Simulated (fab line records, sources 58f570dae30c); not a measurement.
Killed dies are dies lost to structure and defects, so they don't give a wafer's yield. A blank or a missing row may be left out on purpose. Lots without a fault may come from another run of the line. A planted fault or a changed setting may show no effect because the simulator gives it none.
A struck lot beside a sound one | flow berkeley_cmos170 | 29 steps out of a route of 331
Sound: wafers L820.3, L820.4, L820.5. Struck: wafers L827.1, L827.2, L827.6. The cause comes at the end.
At each step with rows: each side's tool, then ch and its chambers, then its first start. Under that, the readings that differ: sound wafers | struck wafers | difference of the means | sigmas: that difference in standard deviations of wafers without a fault.
alike: readings whose means differ by less than 2 such deviations, and words and numbers that are the same on both sides. not compared: withheld readings, readings that some wafer has no value for, bounds like >300 that may hide the same value, and numbers for which the record gives no deviation and whose values overlap.
The two part at a step that has a row with sigmas, a row that says differs or no value, or rows on one side only. Numbers that don't overlap but have no deviation are shown without sigmas and don't part them. A reading that every wafer of one side lacks parts them only if that side has two wafers or more.

first, 6 steps without rows for these wafers: UCB170_PVT_HMDS_00 (prime time 60 s); UCB170_PVT_COAT_01 (resist thk 900 nm); UCB170_PVT_SOFTBAKE_02 (time 59.17 s); UCB170_PVT_EXPOSE_03 (exposes mask NWELL, target cd 3000 nm); UCB170_PVT_PEB_04; UCB170_PVT_DEVELOP_05 (develop time 45 s).
UCB170_PVT_OVL_MEAS_06:
  sound on overlay-02, day 8 05:02; struck on overlay-02, day 10 17:51
  alike: PVT_OVL
then, 1 step without rows for these wafers: UCB170_PVT_IMPLANT_07.
UCB170_PVT_STRIP_08: strips in O2.
  sound on plasma_asher-01 ch 0,1, day 8 05:14; struck on plasma_asher-03 ch 0,1, day 10 18:02
  alike: drypump_motor_current_A, oes_product_au, strip_time_to_endpoint_s
  not compared: rf_hours_counter_h
UCB170_PVT_TW_MEAS_09:
  sound on film_metro-03, day 8 05:20; struck on film_metro-04, day 10 18:10
  alike: PVT_TW
then, 1 step without rows for these wafers: UCB170_GATE_WET_ETCH_00 (etches SiO2 in dHF, time 200 s).
UCB170_FIELD_THK_MEAS_91:
  sound on film_metro-01, day 8 05:32; struck on film_metro-03, day 10 18:23
  alike: FIELD_OXIDE_LEFT_2_THK
UCB170_GATE_OXIDATION_01: target thk 6.6 nm, ox time 1800 s.
  sound on furnace-01 ch 0, day 8 07:34; struck on furnace-01 ch 0, day 10 22:02
  reading                                     | sound                | struck            | difference | sigmas
  spike_tc_centre_C (C)                       | 854.5 854.4 853.2    | 849.2 851.0 848.8 | -4.4       | -3
  spike_tc_load_C (C)                         | 877.4 878.8 880.2    | 873.6 873.0 871.1 | -6.2       | -5
  tube_center_temp_C (C)                      | 850.04 850.16 849.95 | 845.05 845.07 845 | -5.01      | -63
  tube_center_temp_C_max                      | 852.8 852.2 851.8    | 847.4 847.4 846.9 | -5.0       | -15
  model.SiO2_of_GATE_OXIDATION_01.thk_nm (nm) | 6.58 6.689 6.562     | 6.094 6.154 6.153 | -0.477     |
UCB170_GATE_THK_MEAS_02:
  sound on film_metro-03, day 8 09:05; struck on film_metro-03, day 10 23:32
  reading             | sound          | struck         | difference | sigmas
  GATE_OXIDE_THK (nm) | 6.56 6.66 6.57 | 6.10 6.13 6.14 | -0.47      | -4
then, 2 steps without rows for these wafers: UCB170_GATE_ANNEAL_03 (time 1800 s); UCB170_GATE_CVD_04 (deposits poly-Si from SiH4, time 1440 s, target thk 214 nm).
UCB170_GATE_THK_MEAS_05:
  sound on film_metro-01, day 8 13:34; struck on film_metro-03, day 11 05:04
  alike: GATE_POLY_THK
then, 6 steps without rows for these wafers: UCB170_GATE_COAT_06; UCB170_GATE_COAT_07 (resist thk 900 nm); UCB170_GATE_SOFTBAKE_08 (time 60 s); UCB170_GATE_EXPOSE_09 (exposes mask POLY, target cd 350 nm); UCB170_GATE_PEB_10; UCB170_GATE_DEVELOP_11 (develop time 45 s).
UCB170_GATE_CD_MEAS_12: target cd 350 nm.
  sound on cd_sem-02, day 8 15:40; struck on cd_sem-01, day 11 06:28
  alike: cd_nm
UCB170_GATE_OVL_MEAS_13:
  sound on overlay-02, day 8 15:45; struck on overlay-02, day 11 06:35
  alike: GATE_OVL
UCB170_GATE_ETCH_14: etches BARC in N2/H2.
  sound on rie_diel-01 ch 1,2, day 8 15:46; struck on rie_diel-02 ch 1,2,3, day 11 06:37
  alike: drypump_motor_current_A, oes_product_au, throttle_valve_pct
UCB170_GATE_ETCH_15: etches poly-Si in HBr/Cl2, stops on SiO2, time 56.3 s, target depth 278.2 nm.
  sound on rie_si-02 ch 2,3, day 8 15:49; struck on rie_si-01 ch 0,2,3, day 11 06:40
  reading                                     | sound             | struck            | difference | sigmas
  model.SiO2_of_GATE_OXIDATION_01.thk_nm (nm) | 6.563 6.654 6.544 | 6.094 6.107 6.153 | -0.469     |
  alike: HBr_flow_sccm, drypump_motor_current_A, oes_product_au, throttle_valve_pct
  not compared: rf_hours_counter_h
UCB170_GATE_STRIP_16: strips in O2.
  sound on plasma_asher-04 ch 0,1, day 8 15:54; struck on plasma_asher-02 ch 0,1, day 11 06:43
  alike: drypump_motor_current_A, oes_product_au
  not compared: rf_hours_counter_h
UCB170_M3_PROBE_99:
  the record has rows for the sound wafers here (prober-02, day 10 17:44) and none for the struck ones

WHERE THEY PART
First at UCB170_GATE_OXIDATION_01; last, within this record, at UCB170_M3_PROBE_99.

WHY: what the simulator had put in
Process parameter drift: furnace-01, from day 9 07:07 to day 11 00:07, at UCB170_GATE_OXIDATION_01. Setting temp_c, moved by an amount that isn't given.
